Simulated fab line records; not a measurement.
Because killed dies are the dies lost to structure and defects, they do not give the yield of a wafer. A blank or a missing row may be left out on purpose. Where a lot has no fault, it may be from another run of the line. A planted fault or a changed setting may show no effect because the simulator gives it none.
Comparing a struck lot with a sound one || flow rit-cmos || 27 out of 202 route steps
Sound: these wafers, L165.2, L165.5, L165.6. Struck: wafer L182.1. The cause comes at the end.
Order at every step that has rows: each side's tool, ch and its chambers, its first start. Under that, the readings that differ: sound wafers || struck wafers || difference of the means || sigmas: that difference in standard deviations of wafers without a fault.
alike: readings whose means differ by less than 2 such deviations, and words and numbers that are the same on both sides. not compared: withheld readings, readings that some wafer has no value for, bounds like >300 that may hide the same value, and numbers for which the record gives no deviation and whose values overlap.
The two part at a step that has a row with sigmas, a row that says differs or no value, or rows on one side only. When numbers do not overlap yet have no deviation, they are printed without sigmas and do not part them. A reading missing from all wafers of one side parts the sides only when that side holds two or more wafers.

first, 4 steps without rows for these wafers: RIT_CONTACT_SOFTBAKE_04 (time 60 s); RIT_CONTACT_EXPOSE_05 (exposes mask M11, target cd 1000 nm); RIT_CONTACT_PEB_06; RIT_CONTACT_DEVELOP_07 (develop time 120 s).
RIT_CONTACT_CD_MEAS_08: the cd target is 1000 nm.
  sound on cd-sem-01 at day 4 02:47; struck on cd-sem-02 at day 7 18:36
  alike: cd-nm
RIT_CONTACT_OVL_MEAS_09:
  sound on overlay-02 at day 4 02:53; struck on overlay-01 at day 7 18:43
  alike: CONTACT_OVL
then, 1 step without rows for these wafers: RIT_CONTACT_HARDBAKE_10 (time 60 s).
RIT_CONTACT_ETCH_11: etches SiO2 in CHF3/CF4/Ar, stops on TiSi2, target depth 480 nm, time 320 s.
  sound on rie-diel-04 ch 0,3, day 4 03:04; struck on rie-diel-02 ch 1, day 7 18:55
  alike: drypump-motor-current-A, oes-product-au, throttle-valve-pct
  not compared: rf-hours-counter-h
RIT_CONTACT_STRIP_12: strips in O2, time 180 s.
  sound on plasma-asher-01 ch 0,1, day 4 03:16; struck on plasma-asher-04 ch 0, day 7 19:06
{"reading": "rf-refl-power-W (W)", "sound": "9.3 9.4 7.6", "struck": 3.4, "difference": -5.4, "sigmas": -2}
  alike: drypump-motor-current-A
  not compared: rf-hours-counter-h
RIT_CONTACT_CD_MEAS_90: the cd target is 1000 nm.
  sound on cd-sem-02 at day 4 03:27; struck on cd-sem-01 at day 7 19:17
  alike: cd-nm
then, 2 steps without rows for these wafers: RIT_CONTACT_CLEAN_13 (cleans in SC1, time 600 s); RIT_CONTACT_CLEAN_14 (cleans in SC2, time 600 s).
RIT_M1_SPUTTER_00: material Al, target thk 400 nm, time 500 s.
  sound on pvd-sputter-01 at day 4 03:54; struck on pvd-sputter-01 at day 7 19:46
{"reading": "model.Al_of_M1_SPUTTER_00.thk-nm (nm)", "sound": "387.1 391.5 386.7", "struck": 214.9, "difference": -173.5, "sigmas": ""}
  alike: throttle-valve-pct
RIT_M1_RS_MEAS_01: measurement is done with a four-point probe.
  sound on film-metro-04 at day 4 04:13; struck on film-metro-02 at day 7 20:21
{"reading": "M1_AL_RS (ohm/sq)", "sound": "0.0759 0.0749 0.0758", "struck": 0.1401, "difference": "+0.0646", "sigmas": "+83"}
  not compared: hold
RIT_M1_THK_MEAS_02: measures by xrf.
  sound on film-metro-04 at day 4 04:20; struck on film-metro-02 at day 7 23:47
{"reading": "hold", "sound": "- - -", "struck": "await-dispo/3.3h/release", "difference": "no value on the sound wafers", "sigmas": ""}
{"reading": "M1_AL_THK (nm)", "sound": "385 385 381", "struck": 215, "difference": -169, "sigmas": -40}
then, 6 steps without rows for these wafers: RIT_M1_HMDS_03 (prime time 60 s); RIT_M1_COAT_04 (resist thk 1280 nm); RIT_M1_SOFTBAKE_05 (time 60 s); RIT_M1_EXPOSE_06 (exposes mask M12, target cd 2600 nm); RIT_M1_PEB_07; RIT_M1_DEVELOP_08 (develop time 68 s).
RIT_M1_CD_MEAS_09: the cd target is 2600 nm.
  sound on cd-sem-02 at day 4 05:17; struck on cd-sem-02 at day 8 00:44
  alike: cd-nm
RIT_M1_OVL_MEAS_10:
  sound on overlay-02 at day 4 05:23; struck on overlay-02 at day 8 00:51
  alike: M1_OVL
then, 1 step without rows for these wafers: RIT_M1_HARDBAKE_11 (time 120 s).
RIT_M1_METAL_ETCH_12: etches Al in Cl2/BCl3, stops on SiO2, time 165 s, target depth 600 nm.
  sound on rie-metal-02 ch 0,1, day 4 05:40; struck on rie-metal-03 ch 0, day 8 01:08
{"reading": "oes-product-au (a.u.)", "sound": "0.753 0.756 0.775", "struck": 0.588, "difference": -0.173, "sigmas": -16}
  alike: drypump-motor-current-A, mfc-cl2-sccm, throttle-valve-pct
  not compared: rf-hours-counter-h
then, 1 step without rows for these wafers: RIT_M1_STRIP_13 (strips in nmp, time 600 s).
RIT_M1_PROBE_99:
  sound on prober-02 at day 4 07:58; struck on prober-01 at day 8 03:23
{"reading": "sort_bin_3_pad_short (%)", "sound": "0 0 0", "struck": 0.8, "difference": "+0.8", "sigmas": "+3"}
{"reading": "sort_bin_6_memory (%)", "sound": "1.1 3.4 1.1", "struck": 0.4, "difference": -1.5, "sigmas": -2}
  alike: defect-limited-yield, killed-at-contacts, killed-at-front-end, killed-dies, killed-open, killed-short, sort_bin_5_function, sort-n-pass, sort-yield-pct
  not compared: hold

WHERE THEY PART
At RIT_CONTACT_STRIP_12 first; at RIT_M1_PROBE_99 last (within this record only).

WHY: what the simulator had put in
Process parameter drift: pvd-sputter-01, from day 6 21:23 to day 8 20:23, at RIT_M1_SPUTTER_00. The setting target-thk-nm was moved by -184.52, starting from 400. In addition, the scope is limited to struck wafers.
